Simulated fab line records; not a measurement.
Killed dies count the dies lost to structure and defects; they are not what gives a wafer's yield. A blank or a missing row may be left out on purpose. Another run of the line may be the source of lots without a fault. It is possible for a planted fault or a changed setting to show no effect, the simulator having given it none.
Which of the tools did it? + flow berkeley_cmos170 + 7 lots, 21 wafers sampled, at 2 steps of a route of 331

== WHAT THE GAUGES SHOWED, per wafer ==
UCB170_CONTACT_CD_MEAS_90 targets a cd of 700 nm.
| lot  | measured     | on        | cd_nm (nm)        |
|------|--------------|-----------|-------------------|
| L392 | day 8 16:40  | cd_sem-01 | 699.1 699.1 700.7 |
| L397 | day 8 19:58  | cd_sem-01 | 698.7 699.8 698.5 |
| L400 | day 9 18:28  | cd_sem-02 | 701.9 702.4 702.2 |
| L403 | day 10 05:30 | cd_sem-01 | - - -             |
| L407 | day 10 23:16 | cd_sem-02 | 698.3 696.9 697.2 |
| L411 | day 12 02:41 | cd_sem-02 | 699.3 700.2 702.2 |
| L415 | day 12 19:24 | cd_sem-02 | 697.1 697.7 696.9 |

== WHICH TOOL RAN EACH LOT (tool, then ch and the chambers of the sampled wafers, then the start) ==
| lot  | UCB170_CONTACT_ETCH_18             |
|------|------------------------------------|
| L392 | rie_diel-03 ch 0,2, day 8 16:00    |
| L397 | rie_diel-01 ch 0,3, day 8 19:00    |
| L400 | rie_diel-03 ch 0,2,3, day 9 18:00  |
| L403 | rie_diel-02 ch 0,1,2, day 10 05:00 |
| L407 | rie_diel-01 ch 2,3, day 10 23:00   |
| L411 | rie_diel-03 ch 0,2,3, day 12 02:00 |
| L415 | rie_diel-03 ch 1,2,3, day 12 19:00 |
- UCB170_CONTACT_ETCH_18: etches PSG in CHF3/CF4/Ar, stops on TiSi2, target depth 840 nm, time 195 s.

== THE ANSWER, worked out from the rows above alone ==
Rule: the usual values come from the lots themselves. The widest of any qualifying gaps counts: lots, ordered by their means at a reading, are off when they make up no more than a third of the lots, leave a main group of 4 or more, and stand apart from it by 3 or more times the standard deviation of that group's means. If all means in a main group match to the digits the tables above print for the reading, that group is not used. A lot without any number at a reading at which 4 lots or more have one is off too. Where the step has rows for the other lots, those lots are counted as sound.
Off: L403 (UCB170_CONTACT_CD_MEAS_90, cd_nm). Without a number there: L403. The main group has a mean of 699.3 nm with a standard deviation of 1.7.
If a tool, at a process step before that reading, ran all the lots that are off and no sound lot after the first of them, it fits. Gauges at UCB170_CONTACT_CD_MEAS_90: tried the same way as those tools. 2 tools fit, rie_diel-02 at UCB170_CONTACT_ETCH_18 and cd_sem-01 at UCB170_CONTACT_CD_MEAS_90, so this cannot tell which one it is.

== WHAT THE SIMULATOR HAD INSERTED ==
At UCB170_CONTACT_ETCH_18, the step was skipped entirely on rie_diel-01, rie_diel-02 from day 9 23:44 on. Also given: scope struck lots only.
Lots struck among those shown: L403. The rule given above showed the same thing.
